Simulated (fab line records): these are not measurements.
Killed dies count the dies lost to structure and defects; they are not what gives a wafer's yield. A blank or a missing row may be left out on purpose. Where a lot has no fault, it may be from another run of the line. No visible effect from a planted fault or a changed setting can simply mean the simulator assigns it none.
fab line records | flow berkeley_cmos170 | part 1 of 2: steps 1 to 25 of 34
[record] lots = 5 wafers = 15 last_day = 12
route steps=331 shown NSD@195 BACKSIDE@199 SDANNEAL@204 PSD@206 PLDD@208 NLDD@209 SILICIDE@210 CONTACT@216
lots that met no fault: from a run of the same line without faults
start_h: start of the lot's first displayed wafer, in hours after the record's first day | wait_h: hours since the lot's step before | " as in the row above | L1.1+2: a row that stands for several wafers | - value missing, or start not given | * or withheld: withheld | < > ~ a bound
route shown NAME@n: names a module that has steps shown in the file, with the first one's number in the route | usual: mean and standard deviation over wafers with no fault | same: alike in all rows | chamber/n: place in a boat | sites: each site's reading | _std_site: the values' standard deviation | _edge_site: outer sites' mean less inner sites' | radius_mm: how far each site lies from the wafer's centre | mask NAME#n: copy n | behind: the last tool/chamber to shape the wafer | hold: what put the lot on hold/how long, in hours/how the hold closed | device: names the non-switching transistor (n, p or np) | end of line: the tests these same wafers got at the end of their route | a step without rows: its recipe alone | killed: the dies lost at the first sort to structure and to defects; this is not the yield of the wafer | map: a wafer's dies, marking killed ones x, the rest . and places with no die _
set.NAME: the run value of the setting; set.NAME@STEP: its run value at that earlier step | model.NAME: the simulator's own value behind a step, which no gauge read
certain route steps with their lots: each step a table, each wafer a row
services: the hour from which a tool's chamber was out of use, counted from the record's first day as start_h (under 0 if before that day), plus the number of hours and why
[[steps]]
[step UCB170_NSD_IMPLANT_08]
[recipe] species = P dose_cm2 = 3e+15 energy_kev = 40 tilt_deg = 7
[usual] beam_energy_keV = 39.997/0.012
// columns lot.wafer tool chamber start_h wait_h beam_energy_keV
L074.1 implanter-04 0 151.21 0.0 39.978
L074.3 " 0 " " 39.970
L074.5 " 0 " " 39.999
L086.2 implanter-04 0 219.55 0.0 39.994
L086.3 " 0 " " 40.007
L086.4 " 0 " " 39.999
L088.1 implanter-01 0 222.62 0.0 40.022
L088.2 " 0 " " 40.009
L088.3 " 0 " " 40.004
L095.3 implanter-01 0 248.20 0.1 39.996
L095.4 " 0 " " 39.987
L095.6 " 0 " " 39.999
L096.1 implanter-01 0 258.95 0.0 39.983
L096.3 " 0 " " 39.993
L096.4 " 0 " " 39.976
[step UCB170_NSD_STRIP_09]
[recipe] chemistry = O2 power_w = 400 pressure_mtorr = 3500 platen_temp_c = withheld o2_flow_sccm = 400 overash_fraction = 0.5
[usual] drypump_motor_current_A = 5.8/0.47 oes_product_au = 0.534/0.0046 strip_time_to_endpoint_s = 35.80/0.077
// columns lot.wafer tool chamber start_h wait_h drypump_motor_current_A oes_product_au rf_hours_counter_h strip_time_to_endpoint_s
L074.1 plasma_asher-03 0 151.36 0.1 6.3 0.533 3 35.75
L074.3 " 0 " " 6.3 0.526 - 35.77
L074.5 " 0 " " 6.3 0.539 - 35.82
L086.2 plasma_asher-02 0 219.68 0.1 5.1 0.541 51 35.89
L086.3 " 1 " " 5.9 0.533 - 35.93
L086.4 " 0 " " 5.1 0.533 - 36.01
L088.1 plasma_asher-03 1 222.77 0.1 5.6 0.527 11 35.66
L088.2 " 0 " " 6.3 0.535 11 35.71
L088.3 " 0 " " 6.3 0.540 - 35.72
L095.3 plasma_asher-02 0 248.33 0.1 5.1 0.532 - 35.76
L095.4 " 1 " " 5.9 0.533 - 35.80
L095.6 " 1 " " 6.0 0.536 - 35.74
L096.1 plasma_asher-02 0 259.10 0.1 5.1 0.536 56 35.68
L096.3 " 0 " " 5.1 0.536 - 35.76
L096.4 " 1 " " 5.9 0.537 - 35.81
[step UCB170_NSD_TW_MEAS_10]
[usual] NSD_TW = 4219/44
// columns lot.wafer tool chamber start_h wait_h NSD_TW
L074.1 film_metro-04 - 151.46 0.1 4275
L074.3 " - " " 4248
L074.5 " - " " 4252
L086.2 film_metro-02 - 219.79 0.1 4236
L086.3 " - " " 4221
L086.4 " - " " 4206
L088.1 film_metro-02 - 222.87 0.1 4211
L088.2 " - " " 4230
L088.3 " - " " 4209
L095.3 film_metro-02 - 248.42 0.1 4244
L095.4 " - " " 4226
L095.6 " - " " 4267
L096.1 film_metro-03 - 259.20 0.1 4153
L096.3 " - " " 4167
L096.4 " - " " 4147
[step UCB170_NSD_CLEAN_11]
[recipe] chemistry = SPM temp_c = 120 time_s = 600
[usual] bath_guard_temp_C = 120.0/0.58
// columns lot.wafer tool chamber start_h wait_h bath_guard_temp_C
L074.1 wet_bench-02 0 151.57 0.1 119.0
L074.3 " 0 " " 118.7
L074.5 " 0 " " 118.9
L086.2 wet_bench-01 3 220.72 0.9 119.6
L086.3 " 3 " " 120.0
L086.4 " 3 " " 119.9
L088.1 wet_bench-04 3 222.93 0.1 120.2
L088.2 " 3 " " 120.1
L088.3 " 3 " " 120.2
L095.3 wet_bench-02 0 248.50 0.1 118.9
L095.4 " 0 " " 118.8
L095.6 " 0 " " 118.8
L096.1 wet_bench-01 1 259.59 0.4 120.2
L096.3 " 1 " " 120.0
L096.4 " 1 " " 120.3
[step UCB170_BACKSIDE_HMDS_00]
[recipe] prime_time_s = 60 prime_temp_c = 100
[usual] resist_line_temp_C = 22.99/0.1
// columns lot.wafer tool chamber start_h wait_h resist_line_temp_C
L074.1 litho_track-02 0 152.65 0.9 22.95
L074.3 " 0 " " 22.96
L074.5 " 0 " " 22.99
L086.2 litho_track-02 0 220.92 0.0 23.12
L086.3 " 0 " " 23.19
L086.4 " 0 " " 23.00
L088.1 litho_track-02 0 223.12 0.0 22.85
L088.2 " 0 " " 23.05
L088.3 " 0 " " 23.00
L095.3 litho_track-02 0 249.03 0.4 22.99
L095.4 " 0 " " 23.02
L095.6 " 0 " " 22.76
L096.1 litho_track-02 0 259.95 0.1 23.07
L096.3 " 0 " " 23.11
L096.4 " 0 " " 23.02
[step UCB170_BACKSIDE_COAT_01]
[recipe] resist = KrF spin_rpm = 1500 resist_thk_nm = 900
[usual] resist_line_temp_C = 23.02/0.11
[same] dispense_pressure_kPa = 50
// columns lot.wafer tool chamber start_h wait_h resist_line_temp_C
L074.1 litho_track-02 0 152.80 0.1 22.94
L074.3 " 0 " " 23.11
L074.5 " 0 " " 23.01
L086.2 litho_track-02 0 221.07 0.1 23.02
L086.3 " 0 " " 22.97
L086.4 " 0 " " 23.07
L088.1 litho_track-02 0 223.27 0.1 23.15
L088.2 " 0 " " 22.99
L088.3 " 0 " " 22.96
L095.3 litho_track-02 0 249.18 0.1 23.05
L095.4 " 0 " " 23.14
L095.6 " 0 " " 23.19
L096.1 litho_track-02 0 260.10 0.1 22.81
L096.3 " 0 " " 22.89
L096.4 " 0 " " 22.87
[step UCB170_BACKSIDE_SOFTBAKE_02]
[recipe] resist = KrF temp_c = 130 time_s = 60
[usual] resist_line_temp_C = 23.02/0.085
// columns lot.wafer tool chamber start_h wait_h resist_line_temp_C
L074.1 litho_track-02 0 152.95 0.1 22.97
L074.3 " 0 " " 23.07
L074.5 " 0 " " 23.00
L086.2 litho_track-02 0 221.22 0.1 23.08
L086.3 " 0 " " 23.20
L086.4 " 0 " " 23.09
L088.1 litho_track-02 0 223.42 0.1 23.12
L088.2 " 0 " " 22.90
L088.3 " 0 " " 22.97
L095.3 litho_track-02 0 249.33 0.1 23.02
L095.4 " 0 " " 22.98
L095.6 " 0 " " 22.95
L096.1 litho_track-02 0 260.25 0.1 23.05
L096.3 " 0 " " 23.04
L096.4 " 0 " " 23.05
[step UCB170_BACKSIDE_STRIP_03]
[recipe] chemistry = O2 power_w = 400 pressure_mtorr = 3500 platen_temp_c = withheld o2_flow_sccm = 400 overash_fraction = 0.5
[usual] drypump_motor_current_A = 5.7/0.49 oes_product_au = 0.735/0.005 strip_time_to_endpoint_s = 21.97/0.056
// columns lot.wafer tool chamber start_h wait_h drypump_motor_current_A oes_product_au rf_hours_counter_h strip_time_to_endpoint_s
L074.1 plasma_asher-01 1 153.10 0.1 5.9 0.732 38 21.84
L074.3 " 1 " " 5.9 0.733 - 21.85
L074.5 " 0 " " 5.0 0.736 - 21.98
L086.2 plasma_asher-02 1 221.35 0.1 6.0 0.730 52 22.00
L086.3 " 0 " " 5.1 0.734 - 21.93
L086.4 " 1 " " 5.9 0.736 - 22.00
L088.1 plasma_asher-02 1 223.57 0.1 5.9 0.734 52 21.93
L088.2 " 0 " " 5.1 0.735 52 21.98
L088.3 " 1 " " 5.9 0.738 - 21.91
L095.3 plasma_asher-02 0 249.46 0.1 5.1 0.740 - 22.01
L095.4 " 1 " " 6.0 0.735 - 22.10
L095.6 " 0 " " 5.1 0.726 - 22.04
L096.1 plasma_asher-02 0 260.40 0.1 5.1 0.735 57 21.99
L096.3 " 1 " " 5.9 0.735 - 22.05
L096.4 " 0 " " 5.1 0.738 - 22.06
[step UCB170_BACKSIDE_CLEAN_04]
[recipe] chemistry = SPM temp_c = 120 time_s = 600
[usual] bath_guard_temp_C = 120.2/0.45
// columns lot.wafer tool chamber start_h wait_h bath_guard_temp_C
L074.1 wet_bench-04 3 153.20 0.1 120.2
L074.3 " 3 " " 120.5
L074.5 " 3 " " 120.1
L086.2 wet_bench-04 0 221.45 0.1 119.5
L086.3 " 0 " " 119.4
L086.4 " 0 " " 119.6
L088.1 wet_bench-03 0 223.67 0.1 121.0
L088.2 " 0 " " 121.0
L088.3 " 0 " " 120.9
L095.3 wet_bench-04 3 249.53 0.0 120.2
L095.4 " 3 " " 120.3
L095.6 " 3 " " 120.5
L096.1 wet_bench-04 3 260.50 0.1 120.3
L096.3 " 3 " " 120.3
L096.4 " 3 " " 120.4
[step UCB170_SDANNEAL_RTA_00]
[recipe] temp_c = 900 time_s = 10 ambient = N2
[usual] lamp_power_pct = 23.8/0.89 wafer_temp_C_max = 903.0/0.62
// columns lot.wafer tool chamber start_h wait_h lamp_power_pct wafer_temp_C_max
L074.1 rtp_anneal-02 0 153.37 0.0 24.8 903.3
L074.3 " 0 " " 24.8 903.0
L074.5 " 0 " " 24.8 903.0
L086.2 rtp_anneal-01 0 221.65 0.0 23.0 902.3
L086.3 " 0 " " 23.0 902.0
L086.4 " 0 " " 23.0 903.1
L088.1 rtp_anneal-01 0 223.84 0.0 23.0 902.7
L088.2 " 0 " " 23.0 903.0
L088.3 " 0 " " 23.0 903.5
L095.3 rtp_anneal-02 0 249.74 0.0 24.8 902.7
L095.4 " 0 " " 24.8 903.6
L095.6 " 0 " " 24.8 903.1
L096.1 rtp_anneal-01 0 260.68 0.0 23.0 902.9
L096.3 " 0 " " 23.0 904.0
L096.4 " 0 " " 23.0 903.2
[step UCB170_SDANNEAL_RTA_01]
[recipe] temp_c = 1050 time_s = 5 ambient = N2
[usual] lamp_power_pct = 36.8/1.4 wafer_temp_C_max = 1053.4/0.67
// columns lot.wafer tool chamber start_h wait_h lamp_power_pct wafer_temp_C_max
L074.1 rtp_anneal-02 0 153.44 0.1 38.3 1053.7
L074.3 " 0 " " 38.3 1055.3
L074.5 " 0 " " 38.2 1054.2
L086.2 rtp_anneal-01 0 221.71 0.1 35.5 1052.9
L086.3 " 0 " " 35.5 1054.6
L086.4 " 0 " " 35.5 1054.0
L088.1 rtp_anneal-01 0 223.91 0.1 35.5 1054.4
L088.2 " 0 " " 35.5 1053.5
L088.3 " 0 " " 35.5 1053.6
L095.3 rtp_anneal-02 0 249.81 0.1 38.3 1054.0
L095.4 " 0 " " 38.2 1053.8
L095.6 " 0 " " 38.2 1054.2
L096.1 rtp_anneal-01 0 260.74 0.1 35.5 1053.2
L096.3 " 0 " " 35.5 1052.9
L096.4 " 0 " " 35.5 1053.1
[step UCB170_SDANNEAL_RS_MEAS_02]
[recipe] thk_meas_gauge = four-point-probe
[usual] PSD_RS = 75.41/0.26
// columns lot.wafer tool chamber start_h wait_h PSD_RS[ohm/sq]
L074.1 film_metro-02 - 153.53 0.1 75.98
L074.3 " - " " 75.34
L074.5 " - " " 75.70
L086.2 film_metro-03 - 221.78 0.1 75.42
L086.3 " - " " 75.47
L086.4 " - " " 75.50
L088.1 film_metro-04 - 223.97 0.0 75.72
L088.2 " - " " 75.74
L088.3 " - " " 75.52
L095.3 film_metro-03 - 249.88 0.1 75.77
L095.4 " - " " 75.93
L095.6 " - " " 75.57
L096.1 film_metro-02 - 260.80 0.0 75.28
L096.3 " - " " 75.47
L096.4 " - " " 75.65
[step UCB170_SDANNEAL_RS_MEAS_03]
[recipe] thk_meas_gauge = four-point-probe
[usual] NSD_RS = 37.24/0.086
// columns lot.wafer tool chamber start_h wait_h NSD_RS[ohm/sq]
L074.1 film_metro-02 - 153.65 0.1 37.39
L074.3 " - " " 37.34
L074.5 " - " " 37.36
L086.2 film_metro-03 - 221.90 0.1 37.16
L086.3 " - " " 37.10
L086.4 " - " " 37.16
L088.1 film_metro-04 - 224.09 0.1 37.43
L088.2 " - " " 37.41
L088.3 " - " " 37.48
L095.3 film_metro-03 - 250.00 0.1 37.27
L095.4 " - " " 37.19
L095.6 " - " " 37.37
L096.1 film_metro-02 - 260.92 0.1 37.32
L096.3 " - " " 37.32
L096.4 " - " " 37.18
[step UCB170_SDANNEAL_RS_MEAS_04]
[recipe] thk_meas_gauge = four-point-probe
[usual] PLDD_RS = 1030/3.1
// columns lot.wafer tool chamber start_h wait_h PLDD_RS[ohm/sq]
L074.1 film_metro-02 - 153.77 0.1 1027
L074.3 " - " " 1023
L074.5 " - " " 1023
L086.2 film_metro-03 - 222.02 0.1 1031
L086.3 " - " " 1030
L086.4 " - " " 1028
L088.1 film_metro-04 - 224.21 0.1 1031
L088.2 " - " " 1030
L088.3 " - " " 1031
L095.3 film_metro-03 - 250.12 0.1 1033
L095.4 " - " " 1032
L095.6 " - " " 1033
L096.1 film_metro-02 - 261.04 0.1 1023
L096.3 " - " " 1023
L096.4 " - " " 1024
[step UCB170_SDANNEAL_RS_MEAS_05]
[recipe] thk_meas_gauge = four-point-probe
[usual] NLDD_RS = 615.8/1.5
// columns lot.wafer tool chamber start_h wait_h NLDD_RS[ohm/sq]
L074.1 film_metro-02 - 153.89 0.1 616.3
L074.3 " - " " 617.2
L074.5 " - " " 618.0
L086.2 film_metro-03 - 222.14 0.1 618.3
L086.3 " - " " 615.6
L086.4 " - " " 616.0
L088.1 film_metro-04 - 224.33 0.1 614.7
L088.2 " - " " 614.5
L088.3 " - " " 614.6
L095.3 film_metro-03 - 250.24 0.1 615.4
L095.4 " - " " 613.2
L095.6 " - " " 615.5
L096.1 film_metro-02 - 261.16 0.1 617.3
L096.3 " - " " 616.2
L096.4 " - " " 614.9
[step UCB170_SILICIDE_PRE_CLEAN_00]
[recipe] gas = Ar preclean_etch_time_s = 60
// columns lot.wafer tool chamber start_h wait_h
L074.1+3+5 pvd_sputter-04 - 154.01 0.1
L086.2+3+4 pvd_sputter-03 - 222.24 0.1
L088.1+2+3 pvd_sputter-01 - 224.45 0.1
L095.3+4+6 pvd_sputter-04 - 250.32 0.1
L096.1+3+4 pvd_sputter-04 - 261.28 0.1
[step UCB170_SILICIDE_SPUTTER_01]
[recipe] material = Ti target_thk_nm = 30 time_s = 25 power_w = 1500 chamber_pressure_pa = 0.5
[usual] throttle_valve_pct = 30.0/0.89
// columns lot.wafer tool chamber start_h wait_h throttle_valve_pct
L074.1 pvd_sputter-04 - 154.08 0.0 30.7
L074.3 " - " " 29.3
L074.5 " - " " 30.7
L086.2 pvd_sputter-03 - 222.31 0.0 29.4
L086.3 " - " " 29.6
L086.4 " - " " 28.3
L088.1 pvd_sputter-01 - 224.51 0.0 30.3
L088.2 " - " " 28.7
L088.3 " - " " 29.5
L095.3 pvd_sputter-04 - 250.40 0.0 30.7
L095.4 " - " " 29.2
L095.6 " - " " 30.9
L096.1 pvd_sputter-04 - 261.35 0.0 29.3
L096.3 " - " " 30.9
L096.4 " - " " 31.4
[step UCB170_SILICIDE_RS_MEAS_02]
[recipe] thk_meas_gauge = four-point-probe reads = Ti_of_SILICIDE_SPUTTER_01
[usual] SILICIDE_TI_RS = 26.1/0.47
// columns lot.wafer tool chamber start_h wait_h SILICIDE_TI_RS[ohm/sq]
L074.1 film_metro-01 - 154.11 0.0 26.9
L074.3 " - " " 26.6
L074.5 " - " " 27.0
L086.2 film_metro-01 - 222.36 0.0 25.9
L086.3 " - " " 26.0
L086.4 " - " " 26.2
L088.1 film_metro-01 - 224.54 0.0 26.7
L088.2 " - " " 26.0
L088.3 " - " " 25.9
L095.3 film_metro-01 - 250.47 0.1 26.0
L095.4 " - " " 26.1
L095.6 " - " " 26.3
L096.1 film_metro-02 - 261.38 0.0 26.7
L096.3 " - " " 26.5
L096.4 " - " " 26.2
[step UCB170_SILICIDE_THK_MEAS_03]
[recipe] thk_meas_gauge = xrf reads = Ti_of_SILICIDE_SPUTTER_01
[usual] SILICIDE_TI_THK = 30.3/0.49
// columns lot.wafer tool chamber start_h wait_h SILICIDE_TI_THK[nm]
L074.1 film_metro-01 - 154.23 0.1 29.1
L074.3 " - " " 29.6
L074.5 " - " " 29.1
L086.2 film_metro-01 - 222.47 0.1 30.3
L086.3 " - " " 30.3
L086.4 " - " " 30.1
L088.1 film_metro-01 - 224.66 0.1 29.5
L088.2 " - " " 30.1
L088.3 " - " " 30.4
L095.3 film_metro-01 - 250.57 0.1 30.3
L095.4 " - " " 30.4
L095.6 " - " " 30.2
L096.1 film_metro-02 - 261.50 0.1 29.7
L096.3 " - " " 30.0
L096.4 " - " " 30.0
[step UCB170_SILICIDE_RTA_04]
[recipe] temp_c = 650 time_s = 15 ambient = N2
[usual] lamp_power_pct = 10.2/0.38 wafer_temp_C_max = 652.2/0.46
// columns lot.wafer tool chamber start_h wait_h lamp_power_pct wafer_temp_C_max
L074.1 rtp_anneal-02 0 154.29 0.1 10.6 651.9
L074.3 " 0 " " 10.6 651.4
L074.5 " 0 " " 10.6 652.8
L086.2 rtp_anneal-01 0 222.53 0.1 9.9 652.9
L086.3 " 0 " " 9.9 651.9
L086.4 " 0 " " 9.9 651.6
L088.1 rtp_anneal-02 0 224.72 0.1 10.6 652.5
L088.2 " 0 " " 10.6 651.5
L088.3 " 0 " " 10.6 651.9
L095.3 rtp_anneal-01 0 250.63 0.1 9.8 652.3
L095.4 " 0 " " 9.9 652.1
L095.6 " 0 " " 9.9 652.2
L096.1 rtp_anneal-02 0 261.56 0.1 10.6 652.6
L096.3 " 0 " " 10.6 653.3
L096.4 " 0 " " 10.6 652.5
[step UCB170_SILICIDE_WET_ETCH_05]
[recipe] chemistry = SPM time_s = 45 temp_c = 120 target = Ti
[usual] bath_guard_temp_C = 120.2/0.6
// columns lot.wafer tool chamber start_h wait_h bath_guard_temp_C
L074.1 wet_bench-04 0 154.36 0.1 119.7
L074.3 " 0 " " 119.7
L074.5 " 0 " " 119.3
L086.2 wet_bench-04 0 222.59 0.1 119.3
L086.3 " 0 " " 119.5
L086.4 " 0 " " 119.6
L088.1 wet_bench-04 3 224.83 0.1 120.2
L088.2 " 3 " " 120.6
L088.3 " 3 " " 120.6
L095.3 wet_bench-04 0 250.68 0.0 119.3
L095.4 " 0 " " 119.6
L095.6 " 0 " " 119.1
L096.1 wet_bench-04 0 261.63 0.1 119.6
L096.3 " 0 " " 119.7
L096.4 " 0 " " 119.8
[step UCB170_CONTACT_CLEAN_00]
[recipe] chemistry = SPM temp_c = 120 time_s = 600
[usual] bath_guard_temp_C = 120.4/0.44
// columns lot.wafer tool chamber start_h wait_h bath_guard_temp_C
L074.1 wet_bench-04 2 154.38 0.0 120.8
L074.3 " 2 " " 120.8
L074.5 " 2 " " 120.6
L086.2 wet_bench-03 0 222.62 0.0 120.7
L086.3 " 0 " " 120.8
L086.4 " 0 " " 120.9
L088.1 wet_bench-04 1 224.86 0.0 120.1
L088.2 " 1 " " 120.2
L088.3 " 1 " " 119.9
L095.3 wet_bench-04 0 250.71 0.0 119.8
L095.4 " 0 " " 119.4
L095.6 " 0 " " 120.2
L096.1 wet_bench-03 0 261.66 0.0 120.8
L096.3 " 0 " " 121.1
L096.4 " 0 " " 120.8
[step UCB170_CONTACT_CVD_01]
[recipe] material = PSG target_thk_nm = 700 temp_c = 450 precursor = SiH4/O2/PH3 time_s = 2820 pressure_mtorr = 300 sih4_flow_sccm = 60 o2_flow_sccm = 90 ph3_flow_sccm = 25
// columns lot.wafer tool chamber start_h wait_h
L074.1+3+5 lpcvd-02 0 154.56 0.0
L086.2+3+4 lpcvd-02 0 223.04 0.2
L088.1+2+3 lpcvd-01 0 225.80 0.8
L095.3+4+6 lpcvd-01 1 250.90 0.0
L096.1+3+4 lpcvd-02 0 261.85 0.0
[step UCB170_CONTACT_THK_MEAS_02]
[recipe] reads = PSG_of_CONTACT_CVD_01
[usual] CONTACT_PSG_THK = 700/7.2
// columns lot.wafer tool chamber start_h wait_h CONTACT_PSG_THK[nm]
L074.1 film_metro-03 - 156.34 0.0 702
L074.3 " - " " 696
L074.5 " - " " 698
L086.2 film_metro-01 - 224.83 0.0 698
L086.3 " - " " 702
L086.4 " - " " 700
L088.1 film_metro-03 - 227.59 0.0 690
L088.2 " - " " 688
L088.3 " - " " 688
L095.3 film_metro-03 - 252.70 0.0 690
L095.4 " - " " 698
L095.6 " - " " 694
L096.1 film_metro-01 - 263.63 0.0 702
L096.3 " - " " 694
L096.4 " - " " 695
[step UCB170_CONTACT_HMDS_03]
[recipe] prime_time_s = 60 prime_temp_c = 100
[usual] resist_line_temp_C = 23.02/0.1
// columns lot.wafer tool chamber start_h wait_h resist_line_temp_C
L074.1 litho_track-04 0 156.90 0.5 22.98
L074.3 " 0 " " 22.96
L074.5 " 0 " " 23.03
L086.2 litho_track-02 0 224.91 0.1 22.91
L086.3 " 0 " " 23.06
L086.4 " 0 " " 22.95
L088.1 litho_track-04 0 227.65 0.1 22.91
L088.2 " 0 " " 23.02
L088.3 " 0 " " 22.77
L095.3 litho_track-04 0 252.79 0.1 23.13
L095.4 " 0 " " 22.92
L095.6 " 0 " " 23.07
L096.1 litho_track-02 0 263.81 0.2 23.05
L096.3 " 0 " " 22.98
L096.4 " 0 " " 23.00
